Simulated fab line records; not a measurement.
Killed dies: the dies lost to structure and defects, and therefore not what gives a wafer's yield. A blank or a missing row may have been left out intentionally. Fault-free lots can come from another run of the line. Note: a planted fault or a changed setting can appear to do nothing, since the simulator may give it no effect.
Matching of chambers || flow berkeley cmos170 || cmp-01 running UCB170_V2_CMP_02: 4 sister chambers
The step polishes SiO2. 14 wafers are shown with their chamber, then 7 later ones without.

== WAFERS PAIRED WITH THEIR CHAMBERS ==
{"wafer": "L603.1", "chamber": 1, "motor current A (A)": 18.3, "slurry flow ml min": 150.2}
{"wafer": "L603.5", "chamber": 0, "motor current A (A)": 14.5, "slurry flow ml min": 150.9}
{"wafer": "L603.6", "chamber": 1, "motor current A (A)": 18.3, "slurry flow ml min": 150.0}
{"wafer": "L607.2", "chamber": 1, "motor current A (A)": 20.0, "slurry flow ml min": 150.3}
{"wafer": "L607.4", "chamber": 2, "motor current A (A)": 15.3, "slurry flow ml min": 150.1}
{"wafer": "L607.6", "chamber": 0, "motor current A (A)": 14.7, "slurry flow ml min": 150.0}
{"wafer": "L614.1", "chamber": 3, "motor current A (A)": 17.6, "slurry flow ml min": 150.0}
{"wafer": "L614.5", "chamber": 0, "motor current A (A)": 14.1, "slurry flow ml min": 149.9}
{"wafer": "L614.6", "chamber": 3, "motor current A (A)": 16.5, "slurry flow ml min": 149.8}
{"wafer": "L616.1", "chamber": 1, "motor current A (A)": 19.2, "slurry flow ml min": 150.1}
{"wafer": "L616.2", "chamber": 0, "motor current A (A)": 14.5, "slurry flow ml min": 149.9}
{"wafer": "L616.5", "chamber": 1, "motor current A (A)": 18.8, "slurry flow ml min": 150.2}
{"wafer": "L618.1", "chamber": 0, "motor current A (A)": 13.9, "slurry flow ml min": 149.7}
{"wafer": "L618.4", "chamber": 2, "motor current A (A)": 14.8, "slurry flow ml min": 149.2}

SIGNATURES, as means of the wafers listed above
{"reading": "motor current A", "chamber 0": 14.340, "chamber 1": 18.920, "chamber 2": 15.050, "chamber 3": 17.050, "scatter within a chamber": 0.565}
{"reading": "slurry flow ml min", "chamber 0": 150.080, "chamber 1": 150.160, "chamber 2": 149.650, "chamber 3": 149.900, "scatter within a chamber": 0.369}
Rule: a wafer's distance from a chamber is the root of the sum, over the readings, of the square of ((its reading less the chamber's mean) divided by the reading's scatter). If the next closest chamber is less than 2 further off than the closest, the wafer can't be placed; otherwise it belongs to the closest. The scatter: take each reading less its chamber's mean, square it, sum over the shown wafers, divide by the number of wafers less the number of chambers, and take the root.

== WAFERS MISSING THEIR CHAMBER ==
{"wafer": "L618.6", "motor current A (A)": 16.4, "slurry flow ml min": 149.8}
{"wafer": "L621.1", "motor current A (A)": 17.9, "slurry flow ml min": 150.1}
{"wafer": "L621.3", "motor current A (A)": 14.1, "slurry flow ml min": 149.7}
{"wafer": "L621.6", "motor current A (A)": 19.1, "slurry flow ml min": 150.2}
{"wafer": "L623.1", "motor current A (A)": 15.0, "slurry flow ml min": 149.3}
{"wafer": "L623.2", "motor current A (A)": 14.3, "slurry flow ml min": 150.0}
{"wafer": "L623.5", "motor current A (A)": 17.6, "slurry flow ml min": 149.4}

== WHICH CHAMBER EACH ONE RAN IN ==
{"wafer": "L618.6", "from the rows above": "can't be placed: 3 or 2", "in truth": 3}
{"wafer": "L621.1", "from the rows above": "can't be placed: 3 or 1", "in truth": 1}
{"wafer": "L621.3", "from the rows above": "can't be placed: 0 or 2", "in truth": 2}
{"wafer": "L621.6", "from the rows above": 1, "in truth": 1}
{"wafer": "L623.1", "from the rows above": "can't be placed: 2 or 0", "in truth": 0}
{"wafer": "L623.2", "from the rows above": "can't be placed: 0 or 2", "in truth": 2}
{"wafer": "L623.5", "from the rows above": "can't be placed: 3 or 1", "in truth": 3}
Correct placement for 1 of the 7. Can't be placed from these rows: 6 (the true chamber is among the candidates in 6). 0 placed wrongly.
